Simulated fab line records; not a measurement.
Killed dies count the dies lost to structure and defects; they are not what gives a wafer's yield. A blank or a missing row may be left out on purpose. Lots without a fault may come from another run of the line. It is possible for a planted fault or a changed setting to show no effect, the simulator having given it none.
Check for tools in common :: flow rit cmos :: Lots sampled 14, wafers sampled 42

WHY IT WAS OPENED
RIT_GATE_THK_MEAS_09, reading GATE_POLY_THK: flagged on 2 of 14 lots. Wafers without a fault read 248.0 nm, standard deviation 2.2.
Rule: a lot is flagged in two cases, either no wafer of it has a number, or all its wafers with numbers fall more than 4 standard deviations from that mean. All remaining lots are regarded as sound.

lot: L964
measured: day 2 16:52
on: film metro-03
GATE_POLY_THK (nm), wafer by wafer: 248.8 248.7 245.9
flag: 

lot: L965
measured: day 2 22:23
on: film metro-04
GATE_POLY_THK (nm), wafer by wafer: 250.5 251.9 251.6
flag: 

lot: L966
measured: day 3 02:53
on: film metro-04
GATE_POLY_THK (nm), wafer by wafer: 247.3 244.9 248.2
flag: 

lot: L967
measured: day 3 07:03
on: film metro-02
GATE_POLY_THK (nm), wafer by wafer: 249.1 248.2 247.9
flag: 

lot: L968
measured: day 3 13:29
on: film metro-03
GATE_POLY_THK (nm), wafer by wafer: 248.0 244.8 244.4
flag: 

lot: L969
measured: day 3 17:19
on: film metro-03
GATE_POLY_THK (nm), wafer by wafer: 246.3 245.2 246.2
flag: 

lot: L970
measured: day 3 23:22
on: film metro-04
GATE_POLY_THK (nm), wafer by wafer: 249.2 248.7 246.7
flag: 

lot: L971
measured: day 4 04:28
on: film metro-04
GATE_POLY_THK (nm), wafer by wafer: 251.3 250.8 252.3
flag: 

lot: L972
measured: day 4 08:25
on: film metro-02
GATE_POLY_THK (nm), wafer by wafer: 244.7 247.4 246.8
flag: 

lot: L973
measured: day 4 14:04
on: film metro-04
GATE_POLY_THK (nm), wafer by wafer: 249.4 250.0 250.5
flag: 

lot: L979
measured: day 5 20:58
on: film metro-02
GATE_POLY_THK (nm), wafer by wafer: 440.7 435.7 438.9
flag: FLAGGED

lot: L981
measured: day 6 05:09
on: film metro-02
GATE_POLY_THK (nm), wafer by wafer: 436.3 435.1 434.4
flag: FLAGGED

lot: L983
measured: day 6 20:21
on: film metro-02
GATE_POLY_THK (nm), wafer by wafer: 248.3 247.7 247.6
flag: 

lot: L986
measured: day 7 08:53
on: film metro-03
GATE_POLY_THK (nm), wafer by wafer: 248.9 248.0 247.5
flag: 
The mean of the flagged lots' numbers is 436.9 nm, +188.9 nm from the usual (+86 standard deviations).

EACH LOT AND THE TOOL IT RAN ON
The record holds 1 process step before the reading, out of a route of 202 steps. Cell contents, in order: the tool; ch with the chambers the sampled wafers went through; the start.
lot: L964
flag: 
RIT_GATE_CVD_08: lpcvd-01 ch 1, day 2 15:14

lot: L965
flag: 
RIT_GATE_CVD_08: lpcvd-01 ch 0, day 2 20:45

lot: L966
flag: 
RIT_GATE_CVD_08: lpcvd-01 ch 1, day 3 01:17

lot: L967
flag: 
RIT_GATE_CVD_08: lpcvd-02 ch 1, day 3 05:26

lot: L968
flag: 
RIT_GATE_CVD_08: lpcvd-02 ch 1, day 3 11:53

lot: L969
flag: 
RIT_GATE_CVD_08: lpcvd-01 ch 0, day 3 15:41

lot: L970
flag: 
RIT_GATE_CVD_08: lpcvd-02 ch 1, day 3 21:44

lot: L971
flag: 
RIT_GATE_CVD_08: lpcvd-02 ch 1, day 4 02:50

lot: L972
flag: 
RIT_GATE_CVD_08: lpcvd-02 ch 1, day 4 06:47

lot: L973
flag: 
RIT_GATE_CVD_08: lpcvd-01 ch 0, day 4 11:38

lot: L979
flag: FLAGGED
RIT_GATE_CVD_08: lpcvd-01 ch 1, day 5 19:19

lot: L981
flag: FLAGGED
RIT_GATE_CVD_08: lpcvd-01 ch 0, day 6 03:32

lot: L983
flag: 
RIT_GATE_CVD_08: lpcvd-02 ch 1, day 6 17:54

lot: L986
flag: 
RIT_GATE_CVD_08: lpcvd-02 ch 1, day 7 07:15
What the steps here do:
- RIT_GATE_CVD_08: deposits poly-Si from SiH4, target thk 250 nm, time 2220 s.
- RIT_GATE_THK_MEAS_09

FLAGGED OVER TOTAL, TOOL BY TOOL (the gauges that took the reading come last)
step: RIT_GATE_CVD_08
tool: lpcvd-01
lots run: 7
flagged: 2
share of the flagged lots: all
sound lots run after its first flagged lot: 0

step: RIT_GATE_CVD_08
tool: lpcvd-02
lots run: 7
flagged: 0
share of the flagged lots: none
sound lots run after its first flagged lot: -

step: RIT_GATE_THK_MEAS_09
tool: film metro-02
lots run: 5
flagged: 2
share of the flagged lots: all
sound lots run after its first flagged lot: 1 (L983)

step: RIT_GATE_THK_MEAS_09
tool: film metro-03
lots run: 4
flagged: 0
share of the flagged lots: none
sound lots run after its first flagged lot: -

step: RIT_GATE_THK_MEAS_09
tool: film metro-04
lots run: 5
flagged: 0
share of the flagged lots: none
sound lots run after its first flagged lot: -

WHAT THE TABLE ALLOWS
Rows of the table that ran all the flagged lots, 2 in number: lpcvd-01 at RIT_GATE_CVD_08; film metro-02 at RIT_GATE_THK_MEAS_09.
- lpcvd-01 at RIT_GATE_CVD_08: 2 of its 7 lots flagged. A fault beginning between L973 (day 4 11:38), its last sound lot, and L979 (day 5 19:19), its first flagged one, fits the data.
- film metro-02 at RIT_GATE_THK_MEAS_09: 2 of its 5 lots flagged. After the first flagged lot (L983), sound lots still ran on it; a lasting fault on the whole tool would not permit that.
Left over: one tool, lpcvd-01 at RIT_GATE_CVD_08.

WHAT THE SIMULATOR PUT IN
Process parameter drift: lpcvd-01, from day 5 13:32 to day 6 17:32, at RIT_GATE_CVD_08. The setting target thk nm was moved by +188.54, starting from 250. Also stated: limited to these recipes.
Shown lots that were struck: L979, L981. Same finding as the rule above.
